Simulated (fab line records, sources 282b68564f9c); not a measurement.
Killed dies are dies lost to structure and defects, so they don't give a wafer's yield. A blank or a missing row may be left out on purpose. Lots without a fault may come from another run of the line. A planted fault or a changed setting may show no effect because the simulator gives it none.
A struck lot beside a sound one | flow rit_cmos | 27 steps out of a route of 202
Sound: wafers L515.3, L515.4, L515.5. Struck: wafers L504.3, L504.4, L504.6. The cause comes at the end.
At each step with rows: each side's tool, then ch and its chambers, then its first start. Under that, the readings that differ: sound wafers | struck wafers | difference of the means | sigmas: that difference in standard deviations of wafers without a fault.
alike: readings whose means differ by less than 2 such deviations, and words and numbers that are the same on both sides. not compared: withheld readings, readings that some wafer has no value for, bounds like >300 that may hide the same value, and numbers for which the record gives no deviation and whose values overlap.
The two part at a step that has a row with sigmas, a row that says differs or no value, or rows on one side only. Numbers that don't overlap but have no deviation are shown without sigmas and don't part them. A reading that every wafer of one side lacks parts them only if that side has two wafers or more.

first, 4 steps without rows for these wafers: RIT_CONTACT_SOFTBAKE_04 (time 60 s); RIT_CONTACT_EXPOSE_05 (exposes mask M11, target cd 1000 nm); RIT_CONTACT_PEB_06; RIT_CONTACT_DEVELOP_07 (develop time 123.9 s).
RIT_CONTACT_CD_MEAS_08: target cd 1000 nm.
  sound on cd_sem-02, day 7 19:01; struck on cd_sem-01, day 5 10:24
  reading    | sound             | struck              | difference | sigmas
  cd_nm (nm) | 994.7 993.7 997.0 | 999.3 1000.3 1000.0 | +4.7       | +2
RIT_CONTACT_OVL_MEAS_09:
  sound on overlay-01, day 7 19:07; struck on overlay-02, day 5 10:29
  alike: CONTACT_OVL
then, 1 step without rows for these wafers: RIT_CONTACT_HARDBAKE_10 (time 60 s).
RIT_CONTACT_ETCH_11: etches SiO2 in CHF3/CF4/Ar, stops on TiSi2, target depth 480 nm, time 320 s.
  sound on rie_diel-03 ch 1,2, day 7 19:17; struck on rie_diel-02 ch 1,2,3, day 5 10:40
  alike: drypump_motor_current_A, oes_product_au, throttle_valve_pct
  not compared: rf_hours_counter_h
RIT_CONTACT_STRIP_12: strips in O2, time 180 s.
  sound on plasma_asher-03 ch 0,1, day 7 19:32; struck on plasma_asher-03 ch 0,1, day 5 10:55
  alike: drypump_motor_current_A, o2_flow_sccm, rf_refl_power_W
  not compared: rf_hours_counter_h
RIT_CONTACT_CD_MEAS_90: target cd 1000 nm.
  sound on cd_sem-01, day 7 19:41; struck on cd_sem-02, day 5 11:04
  reading    | sound             | struck              | difference | sigmas
  cd_nm (nm) | 995.0 994.0 996.8 | 999.8 1000.4 1000.5 | +5.0       | +2
then, 2 steps without rows for these wafers: RIT_CONTACT_CLEAN_13 (cleans in SC1, time 600 s); RIT_CONTACT_CLEAN_14 (cleans in SC2, time 600 s).
RIT_M1_SPUTTER_00: material Al, target thk 400 nm, time 500 s.
  sound on pvd_sputter-04, day 7 20:09; struck on pvd_sputter-04, day 5 11:31
  reading                               | sound             | struck            | difference | sigmas
  model.Al_of_M1_SPUTTER_00.thk_nm (nm) | 396.9 394.5 397.8 | 443.4 445.6 445.6 | +48.5      |
  alike: throttle_valve_pct
RIT_M1_RS_MEAS_01: measures by four-point-probe.
  sound on film_metro-01, day 7 20:29; struck on film_metro-01, day 5 11:51
  reading           | sound                | struck               | difference | sigmas
  M1_AL_RS (ohm/sq) | 0.0740 0.0744 0.0739 | 0.0661 0.0659 0.0658 | -0.0082    | -11
RIT_M1_THK_MEAS_02: measures by xrf.
  sound on film_metro-01, day 7 20:35; struck on film_metro-01, day 5 11:57
  reading        | sound       | struck      | difference | sigmas
  M1_AL_THK (nm) | 393 391 390 | 442 440 443 | +50        | +10
then, 6 steps without rows for these wafers: RIT_M1_HMDS_03 (prime time 60 s); RIT_M1_COAT_04 (resist thk 1300 nm); RIT_M1_SOFTBAKE_05 (time 60 s); RIT_M1_EXPOSE_06 (exposes mask M12, target cd 2600 nm); RIT_M1_PEB_07; RIT_M1_DEVELOP_08 (develop time 68 s).
RIT_M1_CD_MEAS_09: target cd 2600 nm.
  sound on cd_sem-01, day 7 21:33; struck on cd_sem-01, day 5 13:00
  reading    | sound                | struck               | difference | sigmas
  cd_nm (nm) | 2605.0 2603.1 2602.6 | 2598.5 2600.4 2600.5 | -3.8       | -2
RIT_M1_OVL_MEAS_10:
  sound on overlay-02, day 7 21:38; struck on overlay-02, day 5 13:06
  alike: M1_OVL
then, 1 step without rows for these wafers: RIT_M1_HARDBAKE_11 (time 120 s).
RIT_M1_METAL_ETCH_12: etches Al in Cl2/BCl3, stops on SiO2, time 165 s, target depth 600 nm.
  sound on rie_metal-04 ch 0,1, day 7 21:58; struck on rie_metal-03 ch 0,1, day 5 13:25
  reading               | sound             | struck            | difference | sigmas
  oes_product_au (a.u.) | 0.743 0.752 0.744 | 0.822 0.821 0.819 | +0.074     | +6
  alike: drypump_motor_current_A, mfc_cl2_sccm, throttle_valve_pct
  not compared: rf_hours_counter_h
then, 1 step without rows for these wafers: RIT_M1_STRIP_13 (strips in nmp, time 600 s).
RIT_M1_PROBE_99:
  sound on prober-02, day 8 00:16; struck on prober-01, day 5 17:07
  reading                  | sound                   | struck                  | difference | sigmas
  model.etest.m1.rs_ohm_sq | 0.07277 0.07315 0.07257 | 0.06534 0.06503 0.06567 | -0.00748   |
  alike: defect_limited_yield, killed_at_contacts, killed_at_front_end, killed_dies, killed_open, killed_short, sort_bin_3_pad_short, sort_bin_5_function, sort_bin_6_memory, sort_n_pass, sort_yield_pct

WHERE THEY PART
First at RIT_CONTACT_CD_MEAS_08; last, within this record, at RIT_M1_METAL_ETCH_12. Later steps at which nothing parts them and some readings are alike: RIT_M1_PROBE_99.

WHY: what the simulator had put in
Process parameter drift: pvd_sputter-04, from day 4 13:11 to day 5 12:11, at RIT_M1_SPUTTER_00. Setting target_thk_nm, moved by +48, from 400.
